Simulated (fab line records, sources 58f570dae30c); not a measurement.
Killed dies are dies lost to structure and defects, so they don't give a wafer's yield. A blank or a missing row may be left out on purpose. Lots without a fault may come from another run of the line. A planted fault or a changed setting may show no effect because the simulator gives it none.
Which tool did it? | flow berkeley_cmos170 | 7 lots, 21 wafers sampled, at 1 step of a route of 331

WHAT THE GAUGES READ, wafer by wafer
UCB170_PVT_TW_MEAS_09.
lot  | measured     | on            | PVT_TW
L689 | day 7 00:17  | film_metro-02 | 504 506 504
L687 | day 7 01:14  | film_metro-04 | 509 508 505
L692 | day 8 03:40  | film_metro-01 | 514 514 513
L693 | day 8 04:04  | film_metro-04 | 506 506 505
L701 | day 10 04:58 | film_metro-01 | 516 513 519
L704 | day 10 15:43 | film_metro-02 | 505 507 507
L708 | day 11 16:28 | film_metro-02 | 511 511 511

WHICH TOOL RAN EACH LOT (tool, then ch and the chambers of the sampled wafers, then the start)
The record holds no process step before these readings.

THE ANSWER, worked out from the rows above alone
Rule: what is usual is taken from the lots themselves. Put in order of their means at a reading, lots are off if they are a third of the lots or fewer, leave a main group of 4 or more, and stand apart from it by a gap of 3 or more times the standard deviation of the main group's means; of several such gaps the widest counts. A main group whose means are all the same, to the digits that the tables above print for the reading, isn't used. A lot without any number at a reading at which 4 lots or more have one is off too. The other lots that the step has rows for count as sound.
No lot is off at any reading shown: from this, nothing can be told.

WHAT THE SIMULATOR HAD PUT IN
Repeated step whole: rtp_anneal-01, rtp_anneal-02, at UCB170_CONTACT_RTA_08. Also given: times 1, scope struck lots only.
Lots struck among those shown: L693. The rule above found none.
